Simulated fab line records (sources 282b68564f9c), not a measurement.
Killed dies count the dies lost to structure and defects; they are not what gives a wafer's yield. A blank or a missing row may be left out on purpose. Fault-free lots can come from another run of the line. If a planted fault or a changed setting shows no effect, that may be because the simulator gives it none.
Which tool is to blame?	flow rit-cmos	14 lots, 42 wafers sampled, at 3 steps of a route of 202

WHAT EACH GAUGE READ, for each wafer
RIT_M1_RS_MEAS_01: the measuring method here is four-point-probe. Usual: M1_AL_RS gives 0.0735 ohm/sq (standard deviation 0.00081).
lot	measured	on	M1_AL_RS (ohm/sq)	flag
L671	day 3 20:23	film-metro-04	0.0741 0.0738 0.0728	
L672	day 3 23:07	film-metro-04	0.0731 0.0735 0.0740	
L674	day 4 03:49	film-metro-04	0.0731 0.0728 0.0739	
L675	day 4 11:56	film-metro-03	- - -	OFF
L676	day 4 12:04	film-metro-04	- - -	OFF
L685	day 6 11:35	film-metro-04	0.0748 0.0731 0.0747	
L686	day 6 16:47	film-metro-04	0.0724 0.0728 0.0717	
L688	day 7 01:14	film-metro-04	0.0738 0.0729 0.0724	
L689	day 7 08:25	film-metro-03	0.0726 0.0721 0.0729	
L690	day 7 09:28	film-metro-03	0.0719 0.0736 0.0731	
L691	day 7 11:32	film-metro-04	0.0732 0.0736 0.0753	
L692	day 7 20:17	film-metro-03	0.0731 0.0741 0.0745	
L693	day 8 01:05	film-metro-03	0.0735 0.0734 0.0730	
L694	day 8 06:29	film-metro-02	0.0739 0.0740 0.0747	

RIT_M1_THK_MEAS_02: measures by xrf. Usual: M1_AL_THK gives 394 nm (standard deviation 5).
lot	measured	on	M1_AL_THK (nm)	flag
L671	day 3 20:29	film-metro-04	393 393 399	
L672	day 3 23:13	film-metro-04	397 393 389	
L674	day 4 03:56	film-metro-04	397 399 395	
L675	day 4 12:03	film-metro-03	<1 <1 <1	OFF
L676	day 4 12:11	film-metro-04	<0 <0 <0	OFF
L685	day 6 11:42	film-metro-04	389 398 390	
L686	day 6 16:55	film-metro-04	402 399 406	
L688	day 7 01:21	film-metro-04	390 399 400	
L689	day 7 08:31	film-metro-03	402 405 399	
L690	day 7 09:33	film-metro-03	406 396 399	
L691	day 7 11:38	film-metro-04	394 394 383	
L692	day 7 20:23	film-metro-03	398 394 392	
L693	day 8 01:11	film-metro-03	395 397 399	
L694	day 8 06:36	film-metro-02	388 389 386	

WHAT TOOL EACH LOT RAN ON (gives the tool, then ch and the chambers of the sampled wafers, and finally the start)
lot	RIT_M1_SPUTTER_00
L671	pvd-sputter-02, day 3 20:04
L672	pvd-sputter-03, day 3 22:46
L674	pvd-sputter-02, day 4 03:31
L675	pvd-sputter-03, day 4 11:38
L676	pvd-sputter-02, day 4 11:46
L685	pvd-sputter-03, day 6 11:17
L686	pvd-sputter-02, day 6 16:30
L688	pvd-sputter-02, day 7 00:56
L689	pvd-sputter-03, day 7 08:06
L690	pvd-sputter-04, day 7 09:07
L691	pvd-sputter-03, day 7 11:11
L692	pvd-sputter-02, day 7 19:58
L693	pvd-sputter-04, day 8 00:44
L694	pvd-sputter-03, day 8 06:11
- RIT_M1_SPUTTER_00: material Al, target thk 400 nm, time 500 s.

WHAT THE TOOLS THEMSELVES READ (means of the sampled wafers that have a number; where no wafer has one, the mark that the record gives instead)
RIT_M1_SPUTTER_00. Usual: cathode-dc-power-W 2000.0 W, standard deviation 0.37; chamber-pressure-pa 0.4001 Pa, standard deviation 0.00087; throttle-valve-pct 30.0 %, standard deviation 1.1.
lot	tool	cathode-dc-power-W (W)	chamber-pressure-pa (Pa)	throttle-valve-pct (%)	flag
L671	pvd-sputter-02	2000.1	0.4002	30.9	
L672	pvd-sputter-03	2000.0	0.4003	29.3	
L674	pvd-sputter-02	2000.1	0.3994	30.7	
L675	pvd-sputter-03	-	-	-	OFF
L676	pvd-sputter-02	-	-	-	OFF
L685	pvd-sputter-03	1999.8	0.3998	29.8	
L686	pvd-sputter-02	2000.2	0.4002	30.0	
L688	pvd-sputter-02	1999.9	0.4009	30.8	
L689	pvd-sputter-03	2000.1	0.4007	29.9	
L690	pvd-sputter-04	2000.1	0.4000	30.5	
L691	pvd-sputter-03	2000.3	0.4001	29.1	
L692	pvd-sputter-02	2000.3	0.4001	29.9	
L693	pvd-sputter-04	2000.4	0.4001	29.9	
L694	pvd-sputter-03	2000.0	0.4009	29.8	

THE ANSWER, worked out from the rows above alone
Rule: lot off if the mean of its wafers having a number is beyond 3 standard deviations from the usual mean. A lot without any number at a reading at which 4 lots or more have one is off too. Where the step has rows for the other lots, those lots are counted as sound. After the gauges, taken in route order, come the tools' own readings; for these a lot's mean is taken, as printed above. At the first step where some lot is off, the reading lying furthest off is the one used; lots without a number count as furthest.
Off: at RIT_M1_RS_MEAS_01 (M1_AL_RS), L675, L676. Without a number there: L675, L676.
A tool fits if, at a process step before that reading, it ran every lot that is off, and no sound lot after the first of them. The gauges at RIT_M1_RS_MEAS_01 aren't tried: what is off there is off at RIT_M1_SPUTTER_00 too, on other tools, and a gauge's error can't cause that. Of those tried, none fits.

WHAT HAD BEEN PUT IN BY THE SIMULATOR
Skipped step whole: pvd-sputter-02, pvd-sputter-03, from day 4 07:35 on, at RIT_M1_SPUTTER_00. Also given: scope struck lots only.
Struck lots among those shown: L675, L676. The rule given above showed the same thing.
